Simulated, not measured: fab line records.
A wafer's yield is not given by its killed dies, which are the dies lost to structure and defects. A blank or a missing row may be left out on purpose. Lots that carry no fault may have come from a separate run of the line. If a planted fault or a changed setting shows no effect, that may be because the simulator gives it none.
fab line records | flow berkeleyCmos170
[record] lots = 14 | wafers = 42 | lastDay = 12
route steps=331 shown START@3 NLDD@168 SDANNEAL@204 M1@239
lots with no fault: from the same line, run without faults
startH: the number of hours between the record's first day and the start of the first shown wafer of the lot | waitH: how many hours have passed since the lot's step before this one | " identical to the entry in the row above | L1.1+2: one row covering several wafers at once | - value missing, or start not given | * or withheld: withheld | < > ~ a bound
route shown NAME@n: names a module that has steps shown in the file, with the first one's number in the route | usual: mean/standard deviation taken from wafers without a fault | same: alike in all rows | chamber/n: place in a boat | sites: each site's reading | _std_site: their standard deviation | _edge_site: the outer-site mean with the inner-site mean subtracted | radiusMm: for every site, how far away it sits from the centre of the wafer | mask NAME#n: copy n | behind: the last tool/chamber to shape the wafer | hold: why the lot went on hold/how many hours it stayed there/how the hold came to an end | device: whichever transistor did not switch (one of n, p or np) | end of line: the same wafers' tests at the end of the route | a step with no rows: only its recipe | killed: count of dies lost to structure and defects at first sort (not the wafer's yield) | map: a wafer's dies, x killed, . not, _ none there
set.NAME: the setting as run; set.NAME@STEP: as run at that earlier step | model.NAME: the simulator's own value behind a step, which no gauge read
route steps across a sampled set of lots; one table per step, one row per wafer
services: from which hour (startH, from the record's first day; less than 0 if before it) a tool's chamber was out of use, for how many hours, and why
[[steps]]
[step UCB170_START_OXIDATION_02]
[recipe] tempC = 950 | ambient = O2 | targetThkA = 200 | oxTimeS = 1800
[usual] oxTempC = 950.0/0.39 | oxTempCMax = 954.5/1.1
lot.wafer | tool       | chamber | startH | waitH | oxTempC | oxTempCMax
L834.2    | furnace-03 | 0       | 16.50  | 0.0   | 950.4   | 954.4
L834.5    | "          | 0       | "      | "     | 949.9   | 953.5
L834.6    | "          | 0       | "      | "     | 950.0   | 953.4
L835.1    | furnace-03 | 0       | 23.60  | 3.5   | 950.0   | 953.2
L835.2    | "          | 0       | "      | "     | 950.1   | 953.5
L835.3    | "          | 0       | "      | "     | 949.9   | 954.6
L837.1    | furnace-03 | -       | 33.27  | 2.8   | -       | -
L837.5    | "          | -       | "      | "     | -       | -
L837.6    | "          | -       | "      | "     | -       | -
L838.1    | furnace-03 | -       | 38.87  | 3.7   | -       | -
L838.3    | "          | -       | "      | "     | -       | -
L838.4    | "          | -       | "      | "     | -       | -
L842.1    | furnace-01 | 0       | 57.27  | 2.1   | 950.9   | 954.3
L842.3    | "          | 0       | "      | "     | 950.0   | 957.3
L842.4    | "          | 0       | "      | "     | 950.1   | 956.2
L845.1    | furnace-01 | 0       | 72.62  | 2.5   | 950.1   | 955.5
L845.3    | "          | 0       | "      | "     | 950.6   | 955.6
L845.4    | "          | 0       | "      | "     | 950.3   | 955.5
L847.2    | furnace-03 | 0       | 82.69  | 2.1   | 950.1   | 953.9
L847.5    | "          | 0       | "      | "     | 949.7   | 953.3
L847.6    | "          | 0       | "      | "     | 949.9   | 953.2
L848.1    | furnace-01 | 0       | 87.20  | 2.1   | 949.6   | 955.6
L848.2    | "          | 0       | "      | "     | 949.4   | 955.4
L848.3    | "          | 0       | "      | "     | 950.3   | 956.0
L849.2    | furnace-01 | 0       | 92.20  | 2.1   | 950.0   | 954.5
L849.3    | "          | 0       | "      | "     | 949.9   | 955.8
L849.6    | "          | 0       | "      | "     | 949.4   | 955.1
L852.3    | furnace-03 | 0       | 106.79 | 1.6   | 950.2   | 954.4
L852.4    | "          | 0       | "      | "     | 949.4   | 953.0
L852.5    | "          | 0       | "      | "     | 949.5   | 952.9
L853.2    | furnace-03 | 0       | 113.46 | 3.2   | 950.4   | 953.6
L853.3    | "          | 0       | "      | "     | 950.9   | 954.8
L853.6    | "          | 0       | "      | "     | 950.1   | 953.3
L854.2    | furnace-01 | 0       | 117.89 | 2.6   | 949.1   | 954.7
L854.4    | "          | 0       | "      | "     | 949.7   | 955.2
L854.6    | "          | 0       | "      | "     | 949.5   | 956.7
L855.1    | furnace-02 | 0       | 123.29 | 3.1   | 949.9   | 954.7
L855.3    | "          | 0       | "      | "     | 950.3   | 955.7
L855.4    | "          | 0       | "      | "     | 950.2   | 954.8
L856.1    | furnace-03 | 0       | 128.58 | 3.4   | 949.9   | 953.7
L856.2    | "          | 0       | "      | "     | 949.6   | 953.0
L856.4    | "          | 0       | "      | "     | 950.4   | 954.3
[step UCB170_NLDD_STRIP_10]
[recipe] chemistry = O2 | powerW = 400 | pressureMtorr = 3500 | platenTempC = withheld | o2FlowSccm = 400 | overashFraction = 0.5
[usual] drypumpMotorCurrentA = 5.9/0.48 | oesProductAu = 0.734/0.0044 | stripTimeToEndpointS = 21.64/0.061
lot.wafer | tool           | chamber | startH | waitH | drypumpMotorCurrentA | oesProductAu | rfHoursCounterH | stripTimeToEndpointS
L834.2    | plasmaAsher-02 | 1       | 125.88 | 0.1   | 5.8                  | 0.735        | 42              | 21.56
L834.5    | "              | 0       | "      | "     | 6.3                  | 0.741        | -               | 21.61
L834.6    | "              | 1       | "      | "     | 5.8                  | 0.729        | -               | 21.65
L835.1    | plasmaAsher-03 | 1       | 139.56 | 0.1   | 5.6                  | 0.737        | 2               | 21.66
L835.2    | "              | 0       | "      | "     | 5.6                  | 0.736        | 2               | 21.75
L835.3    | "              | 1       | "      | "     | 5.6                  | 0.731        | -               | 21.68
L842.1    | plasmaAsher-01 | 1       | 163.66 | 0.1   | 6.6                  | 0.735        | 44              | 21.67
L842.3    | "              | 1       | "      | "     | 6.6                  | 0.733        | -               | 21.62
L842.4    | "              | 0       | "      | "     | 5.2                  | 0.736        | -               | 21.64
L845.1    | plasmaAsher-01 | 0       | 179.53 | 0.1   | 5.2                  | 0.732        | 46              | 21.67
L845.3    | "              | 1       | "      | "     | 6.6                  | 0.740        | -               | 21.68
L845.4    | "              | 0       | "      | "     | 5.2                  | 0.730        | -               | 21.64
L847.2    | plasmaAsher-01 | 1       | 190.70 | 0.1   | 6.6                  | 0.726        | 47              | 21.76
L847.5    | "              | 1       | "      | "     | 6.6                  | 0.731        | -               | 21.75
L847.6    | "              | 0       | "      | "     | 5.2                  | 0.732        | -               | 21.69
L848.1    | plasmaAsher-03 | 1       | 205.09 | 0.1   | 5.7                  | 0.737        | 9               | 21.60
L848.2    | "              | 0       | "      | "     | 5.6                  | 0.732        | 9               | 21.60
L848.3    | "              | 1       | "      | "     | 5.6                  | 0.736        | -               | 21.64
L849.2    | plasmaAsher-02 | 0       | 213.87 | 0.1   | 6.3                  | 0.729        | 51              | 21.54
L849.3    | "              | 0       | "      | "     | 6.3                  | 0.728        | -               | 21.68
L849.6    | "              | 0       | "      | "     | 6.3                  | 0.732        | -               | 21.61
L852.3    | plasmaAsher-03 | 0       | 217.90 | 0.1   | 5.6                  | 0.732        | -               | 21.55
L852.4    | "              | 1       | "      | "     | 5.6                  | 0.732        | -               | 21.56
L852.5    | "              | 1       | "      | "     | 5.6                  | 0.735        | -               | 21.55
L853.2    | plasmaAsher-02 | 1       | 226.34 | 0.1   | 5.8                  | 0.733        | 52              | 21.57
L853.3    | "              | 1       | "      | "     | 5.8                  | 0.736        | -               | 21.60
L853.6    | "              | 1       | "      | "     | 5.8                  | 0.731        | -               | 21.63
L854.2    | plasmaAsher-01 | 1       | 226.58 | 0.1   | 6.6                  | 0.732        | 50              | 21.67
L854.4    | "              | 0       | "      | "     | 5.3                  | 0.743        | -               | 21.66
L854.6    | "              | 1       | "      | "     | 6.6                  | 0.735        | -               | 21.71
L855.1    | plasmaAsher-02 | 1       | 236.30 | 0.1   | 5.8                  | 0.737        | 53              | 21.66
L855.3    | "              | 1       | "      | "     | 5.8                  | 0.731        | -               | 21.63
L855.4    | "              | 0       | "      | "     | 6.4                  | 0.738        | -               | 21.73
L856.1    | plasmaAsher-03 | 1       | 254.25 | 0.1   | 5.6                  | 0.735        | 14              | 21.63
L856.2    | "              | 0       | "      | "     | 5.6                  | 0.736        | 14              | 21.61
L856.4    | "              | 0       | "      | "     | 5.6                  | 0.735        | -               | 21.59
[step UCB170_SDANNEAL_RTA_00]
[recipe] tempC = 900 | timeS = 10 | ambient = N2
[usual] chamberO2Ppm = 2.002/0.021 | lampPowerPct = 22.1/0.66 | wafer_temp_C_max = 904.6/2.4
lot.wafer | tool         | chamber | startH | waitH | chamberO2Ppm | lampPowerPct | wafer_temp_C_max
L834.2    | rtpAnneal-02 | 0       | 135.50 | 0.0   | 2.032        | 22.9         | 908.0
L834.5    | "            | 0       | "      | "     | 2.006        | 22.9         | 909.4
L834.6    | "            | 0       | "      | "     | 1.988        | 22.9         | 906.9
L835.1    | rtpAnneal-02 | 0       | 148.05 | 0.0   | 2.005        | 22.9         | 905.3
L835.2    | "            | 0       | "      | "     | 2.005        | 22.9         | 905.1
L835.3    | "            | 0       | "      | "     | 2.013        | 22.9         | 906.9
L842.1    | rtpAnneal-02 | 0       | 174.77 | 0.0   | 2.048        | 22.9         | 907.5
L842.3    | "            | 0       | "      | "     | 2.023        | 22.9         | 904.4
L842.4    | "            | 0       | "      | "     | 2.048        | 22.9         | 906.6
L845.1    | rtpAnneal-02 | 0       | 189.54 | 0.0   | 1.985        | 22.9         | 908.6
L845.3    | "            | 0       | "      | "     | 1.984        | 22.9         | 906.9
L845.4    | "            | 0       | "      | "     | 2.003        | 22.9         | 907.6
L847.2    | rtpAnneal-02 | 0       | 200.94 | 0.0   | 2.034        | 22.9         | 907.6
L847.5    | "            | 0       | "      | "     | 2.026        | 22.9         | 909.6
L847.6    | "            | 0       | "      | "     | 2.038        | 22.9         | 907.1
L848.1    | rtpAnneal-02 | 0       | 216.13 | 0.0   | 1.992        | 22.9         | 905.7
L848.2    | "            | 0       | "      | "     | 1.989        | 22.9         | 907.0
L848.3    | "            | 0       | "      | "     | 1.978        | 22.9         | 905.8
L849.2    | rtpAnneal-01 | 0       | 224.09 | 0.0   | 1.980        | 21.5         | 901.8
L849.3    | "            | 0       | "      | "     | 1.992        | 21.6         | 902.2
L849.6    | "            | 0       | "      | "     | 1.980        | 21.6         | 901.2
L852.3    | rtpAnneal-02 | 0       | 227.05 | 0.0   | 2.006        | 22.9         | 906.9
L852.4    | "            | 0       | "      | "     | 2.011        | 22.9         | 905.9
L852.5    | "            | 0       | "      | "     | 2.013        | 22.9         | 906.1
L853.2    | rtpAnneal-01 | 0       | 238.02 | 0.0   | 1.980        | 21.6         | 903.2
L853.3    | "            | 0       | "      | "     | 1.978        | 21.6         | 902.6
L853.6    | "            | 0       | "      | "     | 1.965        | 21.5         | 901.8
L854.2    | rtpAnneal-02 | 0       | 238.29 | 0.0   | 2.001        | 22.9         | 906.5
L854.4    | "            | 0       | "      | "     | 2.010        | 22.9         | 907.5
L854.6    | "            | 0       | "      | "     | 1.990        | 22.9         | 905.7
L855.1    | rtpAnneal-01 | 0       | 247.64 | 0.0   | 2.008        | 21.5         | 902.1
L855.3    | "            | 0       | "      | "     | 1.985        | 21.5         | 902.9
L855.4    | "            | 0       | "      | "     | 1.996        | 21.6         | 902.5
L856.1    | rtpAnneal-01 | 0       | 262.27 | 0.0   | 2.024        | 21.6         | 902.8
L856.2    | "            | 0       | "      | "     | 2.000        | 21.6         | 902.9
L856.4    | "            | 0       | "      | "     | 1.984        | 21.6         | 902.9
[step UCB170_M1_RS_MEAS_01]
[recipe] thkMeasGauge = four-point-probe | reads = Al_of_M1_SPUTTER_00
[usual] M1_AL_RS = 0.0486/0.00044
lot.wafer | tool         | chamber | startH | waitH | M1_AL_RS[ohm/sq]
L834.2    | filmMetro-01 | -       | 140.99 | 0.1   | 0.0484
L834.5    | "            | -       | "      | "     | 0.0477
L834.6    | "            | -       | "      | "     | 0.0485
L835.1    | filmMetro-01 | -       | 154.78 | 0.0   | 0.0484
L835.2    | "            | -       | "      | "     | 0.0485
L835.3    | "            | -       | "      | "     | 0.0486
L842.1    | filmMetro-04 | -       | 180.58 | 0.0   | 0.0483
L842.3    | "            | -       | "      | "     | 0.0488
L842.4    | "            | -       | "      | "     | 0.0482
L845.1    | filmMetro-01 | -       | 196.50 | 0.0   | 0.0494
L845.3    | "            | -       | "      | "     | 0.0486
L845.4    | "            | -       | "      | "     | 0.0491
L847.2    | filmMetro-01 | -       | 207.33 | 0.1   | 0.0481
L847.5    | "            | -       | "      | "     | 0.0477
L847.6    | "            | -       | "      | "     | 0.0481
L848.1    | filmMetro-03 | -       | 222.71 | 0.0   | 0.0480
L848.2    | "            | -       | "      | "     | 0.0482
L848.3    | "            | -       | "      | "     | 0.0482
L849.2    | filmMetro-03 | -       | 231.32 | 0.1   | 0.0483
L849.3    | "            | -       | "      | "     | 0.0491
L849.6    | "            | -       | "      | "     | 0.0485
L852.3    | filmMetro-03 | -       | 234.61 | 0.1   | 0.0493
L852.4    | "            | -       | "      | "     | 0.0489
L852.5    | "            | -       | "      | "     | 0.0491
L853.2    | filmMetro-01 | -       | 243.59 | 0.1   | 0.0484
L853.3    | "            | -       | "      | "     | 0.0480
L853.6    | "            | -       | "      | "     | 0.0487
L854.2    | filmMetro-01 | -       | 243.93 | 0.1   | 0.0488
L854.4    | "            | -       | "      | "     | 0.0486
L854.6    | "            | -       | "      | "     | 0.0486
L855.1    | filmMetro-03 | -       | 255.12 | 0.0   | 0.0494
L855.3    | "            | -       | "      | "     | 0.0489
L855.4    | "            | -       | "      | "     | 0.0490
L856.1    | filmMetro-04 | -       | 268.67 | 0.0   | 0.0483
L856.2    | "            | -       | "      | "     | 0.0481
L856.4    | "            | -       | "      | "     | 0.0475
[[services]]
tool           | chamber | startH | hours | kind
furnace-02     | -       | 4.92   | 2.7   | pm
furnace-01     | -       | 22.55  | 3.9   | pm
furnace-01     | -       | 32.14  | 3.9   | pm
plasmaAsher-03 | -       | 108.84 | 9.0   | pm
plasmaAsher-03 | 0       | 108.84 | 9.0   | ventCycle
plasmaAsher-03 | 1       | 108.84 | 9.0   | ventCycle
plasmaAsher-03 | 0       | 117.84 | -     | clean
plasmaAsher-03 | 1       | 117.84 | -     | clean
plasmaAsher-01 | -       | 129.76 | 0.6   | repair
furnace-03     | -       | 133.24 | 3.3   | pm
furnace-02     | -       | 148.04 | 3.1   | pm
furnace-02     | -       | 151.15 | 1.9   | pm
plasmaAsher-01 | -       | 191.03 | 0.8   | repair
furnace-01     | -       | 199.15 | 2.9   | pm
plasmaAsher-01 | -       | 201.94 | 7.3   | repair
plasmaAsher-01 | -       | 258.89 | 2.1   | repair
plasmaAsher-02 | -       | 261.78 | 2.5   | repair
[[key]]
[firstSign] step = UCB170_START_OXIDATION_02 | reading = toolRecord | direction = missing
effect none on later readings
metAt UCB170_START_OXIDATION_02
struckLots L837,L838
laterRowsLeftOut L837.1,L837.5,L837.6,L838.1,L838.3,L838.4
sortLeftOut L837.1,L837.5,L837.6,L838.1,L838.3,L838.4
testerLeftOut L837,L838
notActingAt UCB170_NLDD_STRIP_10,UCB170_SDANNEAL_RTA_00,UCB170_M1_RS_MEAS_01
onsetBetween 23.60 33.27
[fault] kind = skippedStepWhole | tool = furnace-03 | chamber = - | onsetH = 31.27 | steps = UCB170_START_OXIDATION_02 | scope = struckLotsOnly
// testerLeftOut: of these lots the tester's yield and bins aren't shown, on N5 and GAA mostly nor the transistor test; their killed dies are dies lost to structure and defects alone, not to doping, threshold or leakage, so they don't give the yield
// sortLeftOut: the simulated sort isn't trusted on such a fault, so these wafers' sort isn't shown, and their yield isn't known
// laterRowsLeftOut: the simulator's readings of these wafers behind a module that went badly wrong aren't trusted and aren't shown, but for the sort
